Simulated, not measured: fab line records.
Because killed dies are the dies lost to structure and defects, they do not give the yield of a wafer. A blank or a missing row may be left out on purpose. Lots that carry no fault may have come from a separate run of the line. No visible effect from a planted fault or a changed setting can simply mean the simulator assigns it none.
fab line records :: flow berkeley_cmos170 :: part 2 of 2: steps 28 to 39 of 39
record
  lots=5
  wafers=15
  last_day=13
route steps=331 shown SILICIDE@212 CONTACT@216 M1@238
lots that met no fault: from a run of the same line without faults
start_h: hours from the record's opening day to when the first of the lot's shown wafers began :: wait_h: time in hours since the lot's previous step :: " the same as in the row above :: L1.1+2: a single row standing in for several wafers :: - either no value or no given start :: * or withheld: withheld :: < > ~ a bound
route shown NAME@n: names a module that has steps shown in the file, with the first one's number in the route :: usual: average and standard deviation across the fault-free wafers :: same: alike in all rows :: chamber/n: place in a boat :: sites: per-site readings :: _std_site: standard deviation across them :: _edge_site: mean of outer sites minus mean of inner sites :: radius_mm: how far each site lies from the wafer's centre :: mask NAME#n: copy n :: behind: the tool/chamber that last shaped the wafer :: hold: why the lot was held/for how many hours/how that ended :: device: the n, p or np transistor that did not switch :: end of line: tests run on the same wafers once the route is complete :: a step with no rows: only its recipe :: killed: dies lost to structure and defects at the first sort, not the wafer's yield :: map: a wafer's dies, x killed, . not, _ none there
set.NAME: the setting that was run; set.NAME@STEP: the one run at that earlier step :: model.NAME: the simulator's own value behind a step, which no gauge read
lots at selected steps of the route; one table per step, one row per wafer
services: a tool's chamber out of use, with start hour (start_h, from the record's first day; less than 0 if before it), hours out, and reason
## steps
# step UCB170_M1_RS_MEAS_01
# recipe
  thk_meas_gauge=four-point-probe
  reads=Al_of_M1_SPUTTER_00
# usual
  M1_AL_RS=0.0486/0.00049
lot.wafer: L074.1
tool: film_metro-04
chamber: -
start_h: 179.55
wait_h: 0.0
M1_AL_RS[ohm/sq]: 0.0496

lot.wafer: L074.3
tool: film_metro-04
chamber: -
start_h: 179.55
wait_h: 0.0
M1_AL_RS[ohm/sq]: 0.0494

lot.wafer: L074.4
tool: film_metro-04
chamber: -
start_h: 179.55
wait_h: 0.0
M1_AL_RS[ohm/sq]: 0.0489

lot.wafer: L082.2
tool: film_metro-03
chamber: -
start_h: 218.69
wait_h: 0.1
M1_AL_RS[ohm/sq]: 0.0489

lot.wafer: L082.4
tool: film_metro-03
chamber: -
start_h: 218.69
wait_h: 0.1
M1_AL_RS[ohm/sq]: 0.0486

lot.wafer: L082.5
tool: film_metro-03
chamber: -
start_h: 218.69
wait_h: 0.1
M1_AL_RS[ohm/sq]: 0.0489

lot.wafer: L089.2
tool: film_metro-02
chamber: -
start_h: 251.15
wait_h: 0.1
M1_AL_RS[ohm/sq]: 0.0486

lot.wafer: L089.4
tool: film_metro-02
chamber: -
start_h: 251.15
wait_h: 0.1
M1_AL_RS[ohm/sq]: 0.0484

lot.wafer: L089.6
tool: film_metro-02
chamber: -
start_h: 251.15
wait_h: 0.1
M1_AL_RS[ohm/sq]: 0.0485

lot.wafer: L091.3
tool: film_metro-04
chamber: -
start_h: 255.60
wait_h: 0.1
M1_AL_RS[ohm/sq]: 0.0480

lot.wafer: L091.5
tool: film_metro-04
chamber: -
start_h: 255.60
wait_h: 0.1
M1_AL_RS[ohm/sq]: 0.0488

lot.wafer: L091.6
tool: film_metro-04
chamber: -
start_h: 255.60
wait_h: 0.1
M1_AL_RS[ohm/sq]: 0.0480

lot.wafer: L096.2
tool: film_metro-03
chamber: -
start_h: 287.03
wait_h: 0.1
M1_AL_RS[ohm/sq]: 0.0491

lot.wafer: L096.3
tool: film_metro-03
chamber: -
start_h: 287.03
wait_h: 0.1
M1_AL_RS[ohm/sq]: 0.0488

lot.wafer: L096.5
tool: film_metro-03
chamber: -
start_h: 287.03
wait_h: 0.1
M1_AL_RS[ohm/sq]: 0.0490
# step UCB170_M1_THK_MEAS_02
# recipe
  thk_meas_gauge=xrf
  reads=Al_of_M1_SPUTTER_00
# usual
  M1_AL_THK=581/6.9
lot.wafer: L074.1
tool: film_metro-04
chamber: -
start_h: 179.67
wait_h: 0.1
M1_AL_THK[nm]: 573

lot.wafer: L074.3
tool: film_metro-04
chamber: -
start_h: 179.67
wait_h: 0.1
M1_AL_THK[nm]: 571

lot.wafer: L074.4
tool: film_metro-04
chamber: -
start_h: 179.67
wait_h: 0.1
M1_AL_THK[nm]: 578

lot.wafer: L082.2
tool: film_metro-03
chamber: -
start_h: 218.80
wait_h: 0.1
M1_AL_THK[nm]: 577

lot.wafer: L082.4
tool: film_metro-03
chamber: -
start_h: 218.80
wait_h: 0.1
M1_AL_THK[nm]: 582

lot.wafer: L082.5
tool: film_metro-03
chamber: -
start_h: 218.80
wait_h: 0.1
M1_AL_THK[nm]: 582

lot.wafer: L089.2
tool: film_metro-02
chamber: -
start_h: 251.26
wait_h: 0.1
M1_AL_THK[nm]: 576

lot.wafer: L089.4
tool: film_metro-02
chamber: -
start_h: 251.26
wait_h: 0.1
M1_AL_THK[nm]: 583

lot.wafer: L089.6
tool: film_metro-02
chamber: -
start_h: 251.26
wait_h: 0.1
M1_AL_THK[nm]: 577

lot.wafer: L091.3
tool: film_metro-04
chamber: -
start_h: 255.70
wait_h: 0.1
M1_AL_THK[nm]: 594

lot.wafer: L091.5
tool: film_metro-04
chamber: -
start_h: 255.70
wait_h: 0.1
M1_AL_THK[nm]: 581

lot.wafer: L091.6
tool: film_metro-04
chamber: -
start_h: 255.70
wait_h: 0.1
M1_AL_THK[nm]: 595

lot.wafer: L096.2
tool: film_metro-03
chamber: -
start_h: 287.14
wait_h: 0.1
M1_AL_THK[nm]: 580

lot.wafer: L096.3
tool: film_metro-03
chamber: -
start_h: 287.14
wait_h: 0.1
M1_AL_THK[nm]: 582

lot.wafer: L096.5
tool: film_metro-03
chamber: -
start_h: 287.14
wait_h: 0.1
M1_AL_THK[nm]: 580
# step UCB170_M1_COAT_03
# recipe
  resist=BARC
  temp_c=withheld
  time_s=withheld
  spin_rpm=3000
  resist_thk_nm=withheld
lot.wafer: L074.1+3+4
tool: litho_track-01
chamber: 0
start_h: 179.75
wait_h: 0.1

lot.wafer: L082.2+4+5
tool: litho_track-02
chamber: 0
start_h: 219.09
wait_h: 0.3

lot.wafer: L089.2+4+6
tool: litho_track-03
chamber: 0
start_h: 251.34
wait_h: 0.1

lot.wafer: L091.3+5+6
tool: litho_track-03
chamber: 0
start_h: 255.79
wait_h: 0.1

lot.wafer: L096.2+3+5
tool: litho_track-03
chamber: 0
start_h: 287.21
wait_h: 0.1
# step UCB170_M1_COAT_04
# recipe
  resist=KrF
  spin_rpm=1500
  resist_thk_nm=900
lot.wafer: L074.1+3+4
tool: litho_track-01
chamber: 0
start_h: -
wait_h: -

lot.wafer: L082.2+4+5
tool: litho_track-02
chamber: 0
start_h: -
wait_h: -

lot.wafer: L089.2+4+6
tool: litho_track-03
chamber: 0
start_h: -
wait_h: -

lot.wafer: L091.3+5+6
tool: litho_track-03
chamber: 0
start_h: -
wait_h: -

lot.wafer: L096.2+3+5
tool: litho_track-03
chamber: 0
start_h: -
wait_h: -
# step UCB170_M1_SOFTBAKE_05
# recipe
  resist=KrF
  temp_c=130
  time_s=60
lot.wafer: L074.1+3+4
tool: litho_track-01
chamber: 0
start_h: -
wait_h: -

lot.wafer: L082.2+4+5
tool: litho_track-02
chamber: 0
start_h: -
wait_h: -

lot.wafer: L089.2+4+6
tool: litho_track-03
chamber: 0
start_h: -
wait_h: -

lot.wafer: L091.3+5+6
tool: litho_track-03
chamber: 0
start_h: -
wait_h: -

lot.wafer: L096.2+3+5
tool: litho_track-03
chamber: 0
start_h: -
wait_h: -
# step UCB170_M1_EXPOSE_06
# recipe
  mask_id=METAL1
  target_cd_nm=700
  na=0.5
  sigma_outer=0.6
  source_shape=conventional
  dose_mj=21
lot.wafer: L074.1+3+4
tool: krf_scanner-01
chamber: 0
start_h: 180.32
wait_h: -
mask: METAL1#0

lot.wafer: L082.2+4+5
tool: krf_scanner-01
chamber: 0
start_h: 219.59
wait_h: -
mask: METAL1#0

lot.wafer: L089.2+4+6
tool: krf_scanner-01
chamber: 0
start_h: 251.78
wait_h: -
mask: METAL1#0

lot.wafer: L091.3+5+6
tool: krf_scanner-01
chamber: 0
start_h: 256.23
wait_h: -
mask: METAL1#0

lot.wafer: L096.2+3+5
tool: krf_scanner-01
chamber: 0
start_h: 287.66
wait_h: -
mask: METAL1#0
# step UCB170_M1_PEB_07
# recipe
  peb_temp_c=130
  peb_time_s=withheld
  resist=KrF
lot.wafer: L074.1+3+4
tool: litho_track-01
chamber: 0
start_h: 180.44
wait_h: 0.1

lot.wafer: L082.2+4+5
tool: litho_track-01
chamber: 0
start_h: 219.91
wait_h: 0.3

lot.wafer: L089.2+4+6
tool: litho_track-01
chamber: 0
start_h: 251.91
wait_h: 0.1

lot.wafer: L091.3+5+6
tool: litho_track-02
chamber: 0
start_h: 256.35
wait_h: 0.1

lot.wafer: L096.2+3+5
tool: litho_track-01
chamber: 0
start_h: 287.93
wait_h: 0.3
# step UCB170_M1_DEVELOP_08
# recipe
  developer=TMAH
  develop_time_s=45
  resist=KrF
  dev_temp_c=21
lot.wafer: L074.1+3+4
tool: litho_track-01
chamber: 0
start_h: -
wait_h: -

lot.wafer: L082.2+4+5
tool: litho_track-01
chamber: 0
start_h: -
wait_h: -

lot.wafer: L089.2+4+6
tool: litho_track-01
chamber: 0
start_h: -
wait_h: -

lot.wafer: L091.3+5+6
tool: litho_track-02
chamber: 0
start_h: -
wait_h: -

lot.wafer: L096.2+3+5
tool: litho_track-01
chamber: 0
start_h: -
wait_h: -
# step UCB170_M1_CD_MEAS_09
# recipe
  target_cd_nm=700
# usual
  cd_nm=699.9/1.3
lot.wafer: L074.1
tool: cd_sem-02
chamber: -
start_h: 180.74
wait_h: -
cd_nm: 698.8

lot.wafer: L074.3
tool: cd_sem-02
chamber: -
start_h: 180.74
wait_h: -
cd_nm: 699.6

lot.wafer: L074.4
tool: cd_sem-02
chamber: -
start_h: 180.74
wait_h: -
cd_nm: 699.6

lot.wafer: L082.2
tool: cd_sem-02
chamber: -
start_h: 220.18
wait_h: -
cd_nm: 697.8

lot.wafer: L082.4
tool: cd_sem-02
chamber: -
start_h: 220.18
wait_h: -
cd_nm: 696.7

lot.wafer: L082.5
tool: cd_sem-02
chamber: -
start_h: 220.18
wait_h: -
cd_nm: 696.4

lot.wafer: L089.2
tool: cd_sem-02
chamber: -
start_h: 252.18
wait_h: -
cd_nm: 699.6

lot.wafer: L089.4
tool: cd_sem-02
chamber: -
start_h: 252.18
wait_h: -
cd_nm: 700.6

lot.wafer: L089.6
tool: cd_sem-02
chamber: -
start_h: 252.18
wait_h: -
cd_nm: 698.6

lot.wafer: L091.3
tool: cd_sem-01
chamber: -
start_h: 256.62
wait_h: -
cd_nm: 698.7

lot.wafer: L091.5
tool: cd_sem-01
chamber: -
start_h: 256.62
wait_h: -
cd_nm: 697.5

lot.wafer: L091.6
tool: cd_sem-01
chamber: -
start_h: 256.62
wait_h: -
cd_nm: 698.7

lot.wafer: L096.2
tool: cd_sem-02
chamber: -
start_h: 288.20
wait_h: -
cd_nm: 699.0

lot.wafer: L096.3
tool: cd_sem-02
chamber: -
start_h: 288.20
wait_h: -
cd_nm: 699.1

lot.wafer: L096.5
tool: cd_sem-02
chamber: -
start_h: 288.20
wait_h: -
cd_nm: 698.7
# step UCB170_M1_OVL_MEAS_10
# usual
  M1_OVL=1/4.3
lot.wafer: L074.1
tool: overlay-02
chamber: -
start_h: 180.86
wait_h: 0.1
M1_OVL[nm]: -3

lot.wafer: L074.3
tool: overlay-02
chamber: -
start_h: 180.86
wait_h: 0.1
M1_OVL[nm]: -6

lot.wafer: L074.4
tool: overlay-02
chamber: -
start_h: 180.86
wait_h: 0.1
M1_OVL[nm]: -8

lot.wafer: L082.2
tool: overlay-02
chamber: -
start_h: 220.28
wait_h: 0.1
M1_OVL[nm]: -1

lot.wafer: L082.4
tool: overlay-02
chamber: -
start_h: 220.28
wait_h: 0.1
M1_OVL[nm]: -1

lot.wafer: L082.5
tool: overlay-02
chamber: -
start_h: 220.28
wait_h: 0.1
M1_OVL[nm]: -1

lot.wafer: L089.2
tool: overlay-01
chamber: -
start_h: 252.28
wait_h: 0.1
M1_OVL[nm]: 0

lot.wafer: L089.4
tool: overlay-01
chamber: -
start_h: 252.28
wait_h: 0.1
M1_OVL[nm]: 0

lot.wafer: L089.6
tool: overlay-01
chamber: -
start_h: 252.28
wait_h: 0.1
M1_OVL[nm]: -1

lot.wafer: L091.3
tool: overlay-01
chamber: -
start_h: 256.71
wait_h: 0.1
M1_OVL[nm]: 2

lot.wafer: L091.5
tool: overlay-01
chamber: -
start_h: 256.71
wait_h: 0.1
M1_OVL[nm]: 1

lot.wafer: L091.6
tool: overlay-01
chamber: -
start_h: 256.71
wait_h: 0.1
M1_OVL[nm]: 0

lot.wafer: L096.2
tool: overlay-01
chamber: -
start_h: 288.31
wait_h: 0.1
M1_OVL[nm]: 2

lot.wafer: L096.3
tool: overlay-01
chamber: -
start_h: 288.31
wait_h: 0.1
M1_OVL[nm]: -2

lot.wafer: L096.5
tool: overlay-01
chamber: -
start_h: 288.31
wait_h: 0.1
M1_OVL[nm]: -4
# step UCB170_M1_ETCH_11
# recipe
  chemistry=N2/H2
  target_depth_a=withheld
  overetch_a=withheld
  target=BARC
  time_s=withheld
  source_w=500
  bias_w=100
  pressure_mtorr=30
  n2_flow_sccm=100
  h2_flow_sccm=200
# usual
  drypump_motor_current_A=5.5/0.43
  oes_product_au=0.98/0.031
  throttle_valve_pct=13.37/0.17
lot.wafer: L074.1
tool: rie_diel-01
chamber: 3
start_h: 180.90
wait_h: 0.0
drypump_motor_current_A: 5.0
oes_product_au: 1.03
throttle_valve_pct: 13.19

lot.wafer: L074.3
tool: rie_diel-01
chamber: 1
start_h: 180.90
wait_h: 0.0
drypump_motor_current_A: 5.4
oes_product_au: 0.98
throttle_valve_pct: 13.70

lot.wafer: L074.4
tool: rie_diel-01
chamber: 2
start_h: 180.90
wait_h: 0.0
drypump_motor_current_A: 5.0
oes_product_au: 0.98
throttle_valve_pct: 13.41

lot.wafer: L082.2
tool: rie_diel-04
chamber: 3
start_h: 220.31
wait_h: 0.0
drypump_motor_current_A: 5.3
oes_product_au: 0.97
throttle_valve_pct: 13.26

lot.wafer: L082.4
tool: rie_diel-04
chamber: 0
start_h: 220.31
wait_h: 0.0
drypump_motor_current_A: 5.5
oes_product_au: 0.99
throttle_valve_pct: 13.35

lot.wafer: L082.5
tool: rie_diel-04
chamber: 3
start_h: 220.31
wait_h: 0.0
drypump_motor_current_A: 5.3
oes_product_au: 0.97
throttle_valve_pct: 13.26

lot.wafer: L089.2
tool: rie_diel-02
chamber: 2
start_h: 252.31
wait_h: 0.0
drypump_motor_current_A: 5.4
oes_product_au: 0.98
throttle_valve_pct: 13.33

lot.wafer: L089.4
tool: rie_diel-02
chamber: 0
start_h: 252.31
wait_h: 0.0
drypump_motor_current_A: 6.4
oes_product_au: 1.04
throttle_valve_pct: 13.42

lot.wafer: L089.6
tool: rie_diel-02
chamber: 3
start_h: 252.31
wait_h: 0.0
drypump_motor_current_A: 5.6
oes_product_au: 0.99
throttle_valve_pct: 13.60

lot.wafer: L091.3
tool: rie_diel-02
chamber: 0
start_h: 256.73
wait_h: 0.0
drypump_motor_current_A: 6.4
oes_product_au: 1.05
throttle_valve_pct: 13.41

lot.wafer: L091.5
tool: rie_diel-02
chamber: 1
start_h: 256.73
wait_h: 0.0
drypump_motor_current_A: 5.3
oes_product_au: 0.96
throttle_valve_pct: 13.33

lot.wafer: L091.6
tool: rie_diel-02
chamber: 0
start_h: 256.73
wait_h: 0.0
drypump_motor_current_A: 6.4
oes_product_au: 1.04
throttle_valve_pct: 13.43

lot.wafer: L096.2
tool: rie_diel-04
chamber: 0
start_h: 288.34
wait_h: 0.0
drypump_motor_current_A: 5.6
oes_product_au: 0.98
throttle_valve_pct: 13.35

lot.wafer: L096.3
tool: rie_diel-04
chamber: 0
start_h: 288.34
wait_h: 0.0
drypump_motor_current_A: 5.6
oes_product_au: 0.98
throttle_valve_pct: 13.35

lot.wafer: L096.5
tool: rie_diel-04
chamber: 0
start_h: 288.34
wait_h: 0.0
drypump_motor_current_A: 5.6
oes_product_au: 0.99
throttle_valve_pct: 13.35
# step UCB170_M1_METAL_ETCH_12
# recipe
  chemistry=Cl2/BCl3
  target=Al
  stop_on=PSG
  pressure_mtorr=12
  target_depth_a=7800
  over_etch_frac=0.3
  time_s=130
  icp_w=600
  bias_w=120
  Cl2_flow_sccm=90
  bcl3_flow_sccm=45
# usual
  drypump_motor_current_A=5.68/0.18
  oes_product_au=0.859/0.015
  throttle_valve_pct=24.46/0.28
lot.wafer: L074.1
tool: rie_metal-04
chamber: 1
start_h: 180.94
wait_h: -
drypump_motor_current_A: 5.88
oes_product_au: 0.824
rf_hours_counter_h: 10
throttle_valve_pct: 24.41

lot.wafer: L074.3
tool: rie_metal-04
chamber: 0
start_h: 180.94
wait_h: -
drypump_motor_current_A: 5.47
oes_product_au: 0.862
rf_hours_counter_h: -
throttle_valve_pct: 24.34

lot.wafer: L074.4
tool: rie_metal-04
chamber: 1
start_h: 180.94
wait_h: -
drypump_motor_current_A: 5.90
oes_product_au: 0.834
rf_hours_counter_h: -
throttle_valve_pct: 24.44

lot.wafer: L082.2
tool: rie_metal-02
chamber: 1
start_h: 220.36
wait_h: -
drypump_motor_current_A: 5.62
oes_product_au: 0.833
rf_hours_counter_h: 9
throttle_valve_pct: 24.59

lot.wafer: L082.4
tool: rie_metal-02
chamber: 0
start_h: 220.36
wait_h: -
drypump_motor_current_A: 5.78
oes_product_au: 0.868
rf_hours_counter_h: -
throttle_valve_pct: 24.79

lot.wafer: L082.5
tool: rie_metal-02
chamber: 1
start_h: 220.36
wait_h: -
drypump_motor_current_A: 5.61
oes_product_au: 0.841
rf_hours_counter_h: -
throttle_valve_pct: 24.60

lot.wafer: L089.2
tool: rie_metal-04
chamber: 0
start_h: 252.40
wait_h: -
drypump_motor_current_A: 5.46
oes_product_au: 0.871
rf_hours_counter_h: -
throttle_valve_pct: 24.35

lot.wafer: L089.4
tool: rie_metal-04
chamber: 0
start_h: 252.40
wait_h: -
drypump_motor_current_A: 5.44
oes_product_au: 0.873
rf_hours_counter_h: -
throttle_valve_pct: 24.35

lot.wafer: L089.6
tool: rie_metal-04
chamber: 0
start_h: 252.40
wait_h: -
drypump_motor_current_A: 5.45
oes_product_au: 0.881
rf_hours_counter_h: -
throttle_valve_pct: 24.34

lot.wafer: L091.3
tool: rie_metal-02
chamber: 1
start_h: 256.82
wait_h: -
drypump_motor_current_A: 5.61
oes_product_au: 0.837
rf_hours_counter_h: -
throttle_valve_pct: 24.59

lot.wafer: L091.5
tool: rie_metal-02
chamber: 0
start_h: 256.82
wait_h: -
drypump_motor_current_A: 5.82
oes_product_au: 0.858
rf_hours_counter_h: -
throttle_valve_pct: 24.81

lot.wafer: L091.6
tool: rie_metal-02
chamber: 1
start_h: 256.82
wait_h: -
drypump_motor_current_A: 5.60
oes_product_au: 0.845
rf_hours_counter_h: -
throttle_valve_pct: 24.58

lot.wafer: L096.2
tool: rie_metal-02
chamber: 1
start_h: 288.40
wait_h: -
drypump_motor_current_A: 5.60
oes_product_au: 0.838
rf_hours_counter_h: 11
throttle_valve_pct: 24.60

lot.wafer: L096.3
tool: rie_metal-02
chamber: 0
start_h: 288.40
wait_h: -
drypump_motor_current_A: 5.78
oes_product_au: 0.859
rf_hours_counter_h: -
throttle_valve_pct: 24.80

lot.wafer: L096.5
tool: rie_metal-02
chamber: 0
start_h: 288.40
wait_h: -
drypump_motor_current_A: 5.77
oes_product_au: 0.855
rf_hours_counter_h: -
throttle_valve_pct: 24.81
## services
tool: rie_diel-02
chamber: 1
start_h: 160.61
hours: 3.5
kind: repair

tool: plasma_asher-02
chamber: -
start_h: 162.91
hours: 2.0
kind: repair

tool: pvd_sputter-04
chamber: -
start_h: 169.79
hours: 7.0
kind: repair

tool: plasma_asher-03
chamber: -
start_h: 172.13
hours: 2.8
kind: pm

tool: rie_diel-04
chamber: 3
start_h: 178.86
hours: 4.2
kind: repair

tool: rie_diel-04
chamber: -
start_h: 179.82
hours: 1.8
kind: repair

tool: krf_scanner-02
chamber: -
start_h: 180.71
hours: 2.8
kind: repair

tool: krf_scanner-02
chamber: -
start_h: 191.50
hours: 1.3
kind: repair

tool: krf_scanner-01
chamber: -
start_h: 196.63
hours: 0.8
kind: pm

tool: krf_scanner-02
chamber: -
start_h: 197.38
hours: 1.3
kind: pm

tool: krf_scanner-01
chamber: -
start_h: 205.12
hours: 1.3
kind: pm

tool: rie_diel-03
chamber: 1
start_h: 209.53
hours: 4.7
kind: repair

tool: krf_scanner-02
chamber: -
start_h: 211.72
hours: 0.8
kind: pm

tool: plasma_asher-01
chamber: -
start_h: 211.73
hours: 2.3
kind: repair

tool: rie_diel-03
chamber: 2
start_h: 214.75
hours: 8.6
kind: repair

tool: krf_scanner-02
chamber: -
start_h: 216.63
hours: 1.0
kind: pm

tool: rie_diel-02
chamber: 2
start_h: 218.20
hours: 8.0
kind: repair

tool: krf_scanner-02
chamber: -
start_h: 218.26
hours: 6.2
kind: repair

tool: krf_scanner-01
chamber: -
start_h: 231.62
hours: 0.2
kind: repair

tool: lpcvd-02
chamber: -
start_h: 237.52
hours: 11.3
kind: repair

tool: rie_diel-03
chamber: 2
start_h: 252.07
hours: 32.7
kind: repair

tool: krf_scanner-01
chamber: -
start_h: 256.83
hours: 3.6
kind: pm

tool: rie_diel-03
chamber: 3
start_h: 263.28
hours: 13.4
kind: repair

tool: krf_scanner-01
chamber: -
start_h: 265.44
hours: 4.4
kind: pm
